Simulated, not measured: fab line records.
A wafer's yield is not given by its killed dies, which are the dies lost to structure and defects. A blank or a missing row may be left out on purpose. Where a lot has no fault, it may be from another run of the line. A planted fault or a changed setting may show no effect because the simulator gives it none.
fab line records	flow berkeley-cmos170
[record] lots = 14	wafers = 42	last-day = 11
route steps=331 shown GATE@139 CONTACT@230 V1@268 M2@288
lots with no fault: from the same line, run without faults
start-h: hours from the record's opening day to when the first of the lot's shown wafers began	wait-h: how many hours have passed since the lot's step before this one	" the same as in the row above	L1.1+2: several wafers, shown together as one row	- either no value or no given start	* or withheld: withheld	< > ~ a bound
route shown NAME@n: names a module that has steps shown in the file, with the first one's number in the route	usual: average and standard deviation across the fault-free wafers	same: alike in all rows	chamber/n: place in a boat	sites: each site's reading	_std_site: the values' standard deviation	_edge_site: the outer-site mean with the inner-site mean subtracted	radius-mm: how far each site lies from the wafer's centre	mask NAME#n: copy n	behind: the tool/chamber that last shaped the wafer	hold: reason for holding the lot/hours on hold/outcome of the hold	device: which transistor (n, p or np) failed to switch	end of line: at the end of the route, the tests of the same wafers	a step with no rows: only its recipe	killed: the dies lost at the first sort to structure and to defects; this is not the yield of the wafer	map: shows each die of a wafer: x if killed, . if not, _ if none is there
set.NAME: setting as actually run; set.NAME@STEP: the setting as run at that earlier step	model.NAME: the simulator's own value behind a step, which no gauge read
a sample of lots followed through the steps of the route, with each step as a table and each wafer as a row
services: from which hour (start-h, from the record's first day; less than 0 if before it) a tool's chamber was out of use, for how many hours, and why
[[steps]]
[step UCB170_GATE_OVL_MEAS_13]
[usual] GATE_OVL = 0/4.6
lot.wafer	tool	chamber	start-h	wait-h	GATE_OVL[nm]
L472.2	overlay-01	-	123.39	0.1	0
L472.4	"	-	"	"	0
L472.6	"	-	"	"	-1
L475.3	overlay-01	-	130.86	0.1	-6
L475.4	"	-	"	"	-12
L475.5	"	-	"	"	-11
L474.2	overlay-02	-	130.95	0.1	-7
L474.4	"	-	"	"	-7
L474.6	"	-	"	"	-11
L481.1	overlay-01	-	149.89	0.1	0
L481.3	"	-	"	"	2
L481.6	"	-	"	"	2
L479.3	overlay-01	-	150.22	0.1	3
L479.5	"	-	"	"	-2
L479.6	"	-	"	"	1
L476.2	overlay-02	-	150.40	0.1	2
L476.3	"	-	"	"	-3
L476.6	"	-	"	"	0
L478.4	overlay-02	-	150.53	0.1	-2
L478.5	"	-	"	"	0
L478.6	"	-	"	"	-6
L484.3	overlay-01	-	169.25	0.1	3
L484.4	"	-	"	"	6
L484.5	"	-	"	"	0
L485.2	overlay-01	-	169.50	0.1	-3
L485.3	"	-	"	"	-3
L485.5	"	-	"	"	0
L486.3	overlay-02	-	184.15	0.1	-3
L486.5	"	-	"	"	-2
L486.6	"	-	"	"	2
L492.4	overlay-02	-	209.60	0.1	-3
L492.5	"	-	"	"	3
L492.6	"	-	"	"	-2
L494.3	overlay-01	-	223.76	0.1	-4
L494.4	"	-	"	"	0
L494.5	"	-	"	"	-3
L493.1	overlay-02	-	223.83	0.1	0
L493.2	"	-	"	"	5
L493.3	"	-	"	"	2
L495.2	overlay-01	-	228.93	0.1	2
L495.4	"	-	"	"	3
L495.5	"	-	"	"	1
[step UCB170_CONTACT_DEVELOP_14]
[recipe] developer = TMAH	develop-time-s = 45	resist = KrF	dev-temp-c = 21
[usual] chill-plate-temp-C = 23.01/0.097	develop-time-s = 45/0
lot.wafer	tool	chamber	start-h	wait-h	chill-plate-temp-C	develop-time-s
L472.2	litho-track-01	0	145	-	22.84	45
L472.4	"	0	"	"	22.89	45
L472.6	"	0	"	"	22.95	45
L474.2	litho-track-01	0	154	-	23.03	45
L474.4	"	0	"	"	23.04	45
L474.6	"	0	"	"	22.99	45
L475.3	litho-track-01	0	158	-	22.96	45
L475.4	"	0	"	"	23.07	45
L475.5	"	0	"	"	23.05	45
L481.1	litho-track-01	0	172	-	22.87	45
L481.3	"	0	"	"	22.93	45
L481.6	"	0	"	"	22.88	45
L479.3	litho-track-03	0	172	-	23.14	45
L479.5	"	0	"	"	23.04	45
L479.6	"	0	"	"	22.96	45
L478.4	litho-track-01	0	174	-	23.00	45
L478.5	"	0	"	"	23.15	45
L478.6	"	0	"	"	22.96	45
L476.2	litho-track-01	0	174	-	22.83	45
L476.3	"	0	"	"	23.05	45
L476.6	"	0	"	"	23.06	45
L485.2	litho-track-03	0	190	-	23.20	45
L485.3	"	0	"	"	23.00	45
L485.5	"	0	"	"	23.26	45
L484.3	litho-track-01	-	192	-	-	-
L484.4	"	-	"	"	-	-
L484.5	"	-	"	"	-	-
L486.3	litho-track-03	-	208	-	-	-
L486.5	"	-	"	"	-	-
L486.6	"	-	"	"	-	-
L492.4	litho-track-03	0	225	-	23.02	45
L492.5	"	0	"	"	23.02	45
L492.6	"	0	"	"	22.91	45
L494.3	litho-track-01	0	242	-	22.95	45
L494.4	"	0	"	"	22.97	45
L494.5	"	0	"	"	22.80	45
L493.1	litho-track-03	0	242	-	23.00	45
L493.2	"	0	"	"	22.89	45
L493.3	"	0	243	-	22.93	45
L495.2	litho-track-01	0	246	-	23.09	45
L495.4	"	0	"	"	22.92	45
L495.5	"	0	"	"	23.14	45
[step UCB170_V1_ETCH_14]
[recipe] chemistry = CHF3/CF4/Ar	target = SiO2	stop-on = Al	CHF3_flow_sccm = 45	cf4-flow-sccm = 15	Ar_flow_sccm = 150	pressure-mtorr = 200	rf-w = 700	target-depth-a = 12500	over-etch-frac = 0.25	time-s = 291
[usual] cf4-flow-sccm = 15.00/0.044	chamber-pressure-mTorr = 200.00/0.17	drypump-motor-current-A = 5.7/0.42	oes-product-au = 0.875/0.018	rf-fwd-power-W = 698.1/1.9	throttle-valve-pct = 7.00/0.12
[same] time-s = 291
lot.wafer	tool	chamber	start-h	wait-h	cf4-flow-sccm	chamber-pressure-mTorr	drypump-motor-current-A	oes-product-au	rf-fwd-power-W	rf-hours-counter-h	throttle-valve-pct
L472.2	rie-diel-01	3	154.36	0.0	15.06	200.09	6.2	0.879	699.1	52	6.95
L472.4	"	1	"	"	15.06	200.24	5.7	0.855	696.1	17	7.02
L472.6	"	0	"	"	14.99	199.84	5.8	0.899	697.9	-	6.92
L474.2	rie-diel-01	3	165.86	0.0	14.92	200.26	6.2	0.879	695.9	53	6.96
L474.4	"	2	"	"	15.07	200.27	5.4	0.896	697.6	9	7.06
L474.6	"	1	"	"	15.01	200.03	5.7	0.854	698.4	-	7.03
L475.3	rie-diel-03	3	168.43	0.0	15.03	199.82	5.6	0.871	697.2	130	7.02
L475.4	"	1	"	"	14.96	200.12	5.0	0.896	693.7	125	6.87
L475.5	"	3	"	"	15.02	199.64	5.6	0.872	699.6	-	7.01
L479.3	rie-diel-01	0	182.55	0.0	15.00	200.09	5.7	0.905	698.0	12	6.91
L479.5	"	1	"	"	14.96	200.08	5.7	0.851	693.6	-	7.02
L479.6	"	2	"	"	15.04	199.85	5.4	0.891	696.8	-	7.05
L481.1	rie-diel-02	1	183.10	0.0	14.98	199.97	5.4	0.851	697.3	1	6.92
L481.3	"	0	"	"	14.99	199.85	6.1	0.860	693.2	16	7.12
L481.6	"	1	"	"	14.92	199.99	5.4	0.857	699.5	-	6.92
L478.4	rie-diel-02	0	184.54	0.1	14.95	200.04	6.1	0.864	696.3	-	7.14
L478.5	"	1	"	"	14.98	200.33	5.4	0.853	696.8	-	6.91
L478.6	"	2	"	"	15.05	200.27	5.5	0.898	700.3	-	6.94
L476.2	rie-diel-03	2	184.90	0.0	15.04	200.02	5.7	0.879	699.2	12	7.21
L476.3	"	0	"	"	14.98	199.92	6.6	0.879	698.7	22	6.83
L476.6	"	0	"	"	14.99	199.97	6.6	0.875	695.5	-	6.80
L485.2	rie-diel-01	1	201.37	0.0	15.02	200.06	5.7	0.848	697.1	19	7.04
L485.3	"	2	"	"	15.06	199.92	5.4	0.898	698.9	10	7.05
L485.5	"	3	"	"	14.98	199.98	6.2	0.888	698.9	-	6.95
L492.4	rie-diel-02	1	237.19	0.0	15.00	200.24	5.4	0.853	695.9	4	6.92
L492.5	"	1	"	"	14.92	199.85	5.4	0.852	696.7	-	6.92
L492.6	"	0	"	"	15.06	200.03	6.1	0.864	701.0	-	7.11
L494.3	rie-diel-01	0	252.25	0.0	15.02	200.22	5.8	0.900	703.6	14	6.92
L494.4	"	3	"	"	15.01	199.89	6.2	0.881	697.1	56	6.97
L494.5	"	2	"	"	15.00	200.03	5.4	0.902	696.2	-	7.06
L493.1	rie-diel-02	0	252.50	0.0	14.98	200.00	6.1	0.864	699.7	20	7.13
L493.2	"	2	"	"	14.94	200.19	5.5	0.896	696.1	6	6.93
L493.3	"	3	"	"	14.96	200.24	5.5	0.845	698.9	8	7.16
L495.2	rie-diel-02	2	256.72	0.0	14.95	200.07	5.5	0.900	700.1	6	6.93
L495.4	"	3	"	"	15.02	200.17	5.5	0.852	699.2	8	7.18
L495.5	"	2	"	"	15.00	200.04	5.5	0.900	697.4	-	6.93
[step UCB170_M2_ETCH_17]
[recipe] chemistry = N2/H2	target-depth-a = withheld	overetch-a = withheld	target = BARC	time-s = withheld	source-w = 500	bias-w = 100	pressure-mtorr = 30	n2-flow-sccm = 100	h2-flow-sccm = 200
[usual] bias-w = 100.0/0.32	chamber-pressure-mTorr = 30.001/0.03	drypump-motor-current-A = 5.7/0.4	oes-product-au = 0.996/0.018	rf-fwd-power-W = 494.4/2.6	throttle-valve-pct = 13.33/0.18
lot.wafer	tool	chamber	start-h	wait-h	bias-w	chamber-pressure-mTorr	drypump-motor-current-A	oes-product-au	rf-fwd-power-W	throttle-valve-pct
L472.2	rie-diel-04	0	159.82	0.1	100.1	30.018	5.3	0.982	491.3	13.33
L472.4	"	0	"	"	100.3	29.987	5.3	0.986	492.7	13.34
L472.6	"	1	"	"	100.1	30.009	5.9	1.018	494.3	13.18
L474.2	rie-diel-04	1	169.39	0.0	99.7	29.993	5.9	1.016	491.0	13.16
L474.4	"	1	"	"	100.3	29.979	5.9	1.016	492.8	13.18
L474.6	"	0	"	"	100.3	29.973	5.3	0.979	492.1	13.35
L475.3	rie-diel-01	1	171.20	0.0	100.2	29.990	5.7	0.982	493.0	13.52
L475.4	"	0	"	"	99.9	30.033	5.8	1.004	494.5	13.24
L475.5	"	0	"	"	100.1	29.999	5.8	1.002	496.1	13.24
L479.3	rie-diel-03	1	187.97	0.0	100.1	30.024	5.0	0.983	490.9	13.14
L479.5	"	2	"	"	100.1	29.966	5.7	1.001	493.6	13.50
L479.6	"	3	"	"	99.5	29.965	5.6	0.980	494.5	13.34
L481.1	rie-diel-03	1	188.38	0.0	100.6	29.990	5.0	0.989	490.8	13.14
L481.3	"	2	"	"	99.3	30.011	5.7	0.997	496.4	13.50
L481.6	"	2	"	"	100.0	30.043	5.8	1.001	494.8	13.49
L478.4	rie-diel-01	0	189.44	0.0	99.7	30.023	5.8	0.997	496.5	13.24
L478.5	"	3	"	"	100.4	30.001	6.2	1.020	495.7	13.18
L478.6	"	2	"	"	99.4	30.020	5.4	1.013	495.5	13.47
L476.2	rie-diel-04	1	189.52	0.0	99.8	30.032	5.9	1.024	491.5	13.17
L476.3	"	0	"	"	100.2	29.970	5.3	0.987	493.0	13.34
L476.6	"	0	"	"	99.5	30.049	5.3	0.978	495.6	13.35
L485.2	rie-diel-03	2	203.98	0.0	100.0	29.984	5.7	0.998	497.1	13.49
L485.3	"	1	"	"	100.5	29.988	5.0	0.990	491.3	13.14
L485.5	"	0	"	"	99.7	30.009	6.6	0.999	497.6	13.14
L492.4	rie-diel-01	2	240.09	0.0	100.0	30.049	5.4	1.010	496.5	13.47
L492.5	"	0	"	"	99.8	30.020	5.7	1.011	497.6	13.24
L492.6	"	1	"	"	99.6	30.024	5.7	0.989	492.2	13.49
L494.3	rie-diel-01	2	256.11	0.0	100.2	29.954	5.4	1.009	493.8	13.47
L494.4	"	3	"	"	100.5	30.019	6.3	1.026	499.7	13.19
L494.5	"	2	"	"	100.6	29.960	5.4	1.005	496.0	13.48
L493.1	rie-diel-03	3	256.36	0.0	99.6	29.956	5.6	0.967	499.5	13.35
L493.2	"	1	"	"	100.4	29.967	5.1	1.001	490.8	13.15
L493.3	"	2	"	"	100.2	30.004	5.7	0.995	493.2	13.50
L495.2	rie-diel-01	2	259.53	0.0	99.8	30.009	5.4	1.004	494.8	13.48
L495.4	"	3	"	"	101.0	30.014	6.2	1.040	497.2	13.18
L495.5	"	2	"	"	100.0	30.000	5.4	1.006	495.3	13.46
[[services]]
tool	chamber	start-h	hours	kind
rie-diel-02	1	139.41	-	clean
rie-diel-02	1	139.41	24.4	scheduled-down
rie-diel-02	1	139.41	24.4	vent-cycle
rie-diel-02	-	155.32	15.6	pm
rie-diel-03	-	156.84	0.6	repair
rie-diel-04	3	159.55	4.7	repair
rie-diel-04	2	160.71	2.1	repair
rie-diel-04	2	164.27	-	clean
rie-diel-04	2	164.27	25.3	scheduled-down
rie-diel-04	2	164.27	25.3	vent-cycle
rie-diel-02	3	182.20	9.9	repair
rie-diel-01	1	184.20	7.6	repair
rie-diel-01	0	193.88	22.3	repair
rie-diel-01	1	212.77	5.0	repair
rie-diel-02	1	240.88	5.2	repair
[[key]]
[first-sign] step = UCB170_CONTACT_DEVELOP_14	reading = tool-record	direction = missing
effect none on later readings
met-at UCB170_CONTACT_DEVELOP_14
struck-lots L484,L486
later-rows-left-out L484.3,L484.4,L484.5,L486.3,L486.5,L486.6
sort-left-out L484.3,L484.4,L484.5,L486.3,L486.5,L486.6
tester-left-out L484,L486
not-acting-at UCB170_GATE_OVL_MEAS_13,UCB170_V1_ETCH_14,UCB170_M2_ETCH_17
onset-between 190 192
[fault] kind = skipped-step-whole	tool = litho-track-01,litho-track-03	chamber = -	onset-h = 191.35	steps = UCB170_CONTACT_DEVELOP_14	scope = struck-lots-only
// tester-left-out: of these lots the tester's yield and bins aren't shown, on N5 and GAA mostly nor the transistor test; their killed dies are dies lost to structure and defects alone, not to doping, threshold or leakage, so they don't give the yield
// sort-left-out: the simulated sort isn't trusted on such a fault, so these wafers' sort isn't shown, and their yield isn't known
// later-rows-left-out: the simulator's readings of these wafers behind a module that went badly wrong aren't trusted and aren't shown, but for the sort
